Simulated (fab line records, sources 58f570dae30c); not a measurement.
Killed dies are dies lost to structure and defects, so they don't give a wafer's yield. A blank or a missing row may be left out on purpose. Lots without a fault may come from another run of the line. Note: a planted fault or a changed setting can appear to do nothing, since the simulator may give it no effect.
Chamber matching || flow berkeleyCmos170 || UCB170_ACTIVE_ETCH_15 on rieDiel-04 has 4 sister chambers
The step etches Si3N4 in CH3F/Ar/O2, stops on SiO2, target depth 242 nm, time 151 s. 14 wafers are shown with their chamber, then 7 later ones without.

== WAFERS, EACH WITH ITS CHAMBER ==
{"wafer": "L686.4", "chamber": 2, "throttleValvePct (%)": 7.88, "oesProductAu (a.u.)": 0.959, "O2_flow_sccm (sccm)": 6.990}
{"wafer": "L686.5", "chamber": 2, "throttleValvePct (%)": 7.87, "oesProductAu (a.u.)": 0.970, "O2_flow_sccm (sccm)": 7.020}
{"wafer": "L686.6", "chamber": 3, "throttleValvePct (%)": 8.06, "oesProductAu (a.u.)": 0.924, "O2_flow_sccm (sccm)": 7.007}
{"wafer": "L689.2", "chamber": 2, "throttleValvePct (%)": 7.87, "oesProductAu (a.u.)": 0.951, "O2_flow_sccm (sccm)": 7.030}
{"wafer": "L689.4", "chamber": 3, "throttleValvePct (%)": 8.06, "oesProductAu (a.u.)": 0.920, "O2_flow_sccm (sccm)": 6.987}
{"wafer": "L689.5", "chamber": 1, "throttleValvePct (%)": 7.79, "oesProductAu (a.u.)": 0.930, "O2_flow_sccm (sccm)": 6.999}
{"wafer": "L691.3", "chamber": 0, "throttleValvePct (%)": 7.87, "oesProductAu (a.u.)": 0.922, "O2_flow_sccm (sccm)": 6.998}
{"wafer": "L691.4", "chamber": 1, "throttleValvePct (%)": 7.80, "oesProductAu (a.u.)": 0.922, "O2_flow_sccm (sccm)": 6.981}
{"wafer": "L691.6", "chamber": 1, "throttleValvePct (%)": 7.81, "oesProductAu (a.u.)": 0.923, "O2_flow_sccm (sccm)": 6.992}
{"wafer": "L692.3", "chamber": 0, "throttleValvePct (%)": 7.84, "oesProductAu (a.u.)": 0.925, "O2_flow_sccm (sccm)": 6.986}
{"wafer": "L692.4", "chamber": 3, "throttleValvePct (%)": 8.06, "oesProductAu (a.u.)": 0.926, "O2_flow_sccm (sccm)": 6.947}
{"wafer": "L692.5", "chamber": 0, "throttleValvePct (%)": 7.85, "oesProductAu (a.u.)": 0.927, "O2_flow_sccm (sccm)": 6.995}
{"wafer": "L693.3", "chamber": 3, "throttleValvePct (%)": 8.08, "oesProductAu (a.u.)": 0.941, "O2_flow_sccm (sccm)": 6.989}
{"wafer": "L693.4", "chamber": 0, "throttleValvePct (%)": 7.86, "oesProductAu (a.u.)": 0.941, "O2_flow_sccm (sccm)": 6.991}

SIGNATURES (averages over the wafers above)
{"reading": "throttleValvePct", "chamber 0": 7.8550, "chamber 1": 7.8000, "chamber 2": 7.8733, "chamber 3": 8.0650, "scatter within a chamber": 0.0103}
{"reading": "oesProductAu", "chamber 0": 0.92875, "chamber 1": 0.92500, "chamber 2": 0.96000, "chamber 3": 0.92775, "scatter within a chamber": 0.00828}
{"reading": "O2_flow_sccm", "chamber 0": 6.99250, "chamber 1": 6.99067, "chamber 2": 7.01333, "chamber 3": 6.98250, "scatter within a chamber": 0.0174}
Rule: a wafer lies at a distance from a chamber equal to the root of the sum of squares, over the readings, of (its reading less the chamber's mean, divided by the reading's scatter). If the next closest chamber is less than 2 further off than the closest, the wafer can't be placed; otherwise it belongs to the closest. The scatter: take each reading less its chamber's mean, square it, sum over the shown wafers, divide by the number of wafers less the number of chambers, and take the root.

== WAFERS WITH NO CHAMBER GIVEN ==
{"wafer": "L693.5", "throttleValvePct (%)": 8.06, "oesProductAu (a.u.)": 0.931, "O2_flow_sccm (sccm)": 7.014}
{"wafer": "L697.1", "throttleValvePct (%)": 7.86, "oesProductAu (a.u.)": 0.939, "O2_flow_sccm (sccm)": 7.025}
{"wafer": "L697.3", "throttleValvePct (%)": 8.07, "oesProductAu (a.u.)": 0.929, "O2_flow_sccm (sccm)": 6.993}
{"wafer": "L697.6", "throttleValvePct (%)": 7.88, "oesProductAu (a.u.)": 0.973, "O2_flow_sccm (sccm)": 7.032}
{"wafer": "L707.3", "throttleValvePct (%)": 8.09, "oesProductAu (a.u.)": 0.939, "O2_flow_sccm (sccm)": 6.995}
{"wafer": "L707.4", "throttleValvePct (%)": 7.87, "oesProductAu (a.u.)": 0.975, "O2_flow_sccm (sccm)": 6.944}
{"wafer": "L707.6", "throttleValvePct (%)": 7.87, "oesProductAu (a.u.)": 0.963, "O2_flow_sccm (sccm)": 6.999}

== WHICH CHAMBER EACH ONE RAN IN ==
{"wafer": "L693.5", "from the rows above": 3, "in truth": 3}
{"wafer": "L697.1", "from the rows above": "can't be placed: 0 or 2", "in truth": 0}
{"wafer": "L697.3", "from the rows above": 3, "in truth": 3}
{"wafer": "L697.6", "from the rows above": 2, "in truth": 2}
{"wafer": "L707.3", "from the rows above": 3, "in truth": 3}
{"wafer": "L707.4", "from the rows above": 2, "in truth": 2}
{"wafer": "L707.6", "from the rows above": 2, "in truth": 2}
Placed correctly: 6 of 7. Cannot be placed on the basis of these rows: 1; the candidates contain the true chamber in 1. Wrongly placed: 0.
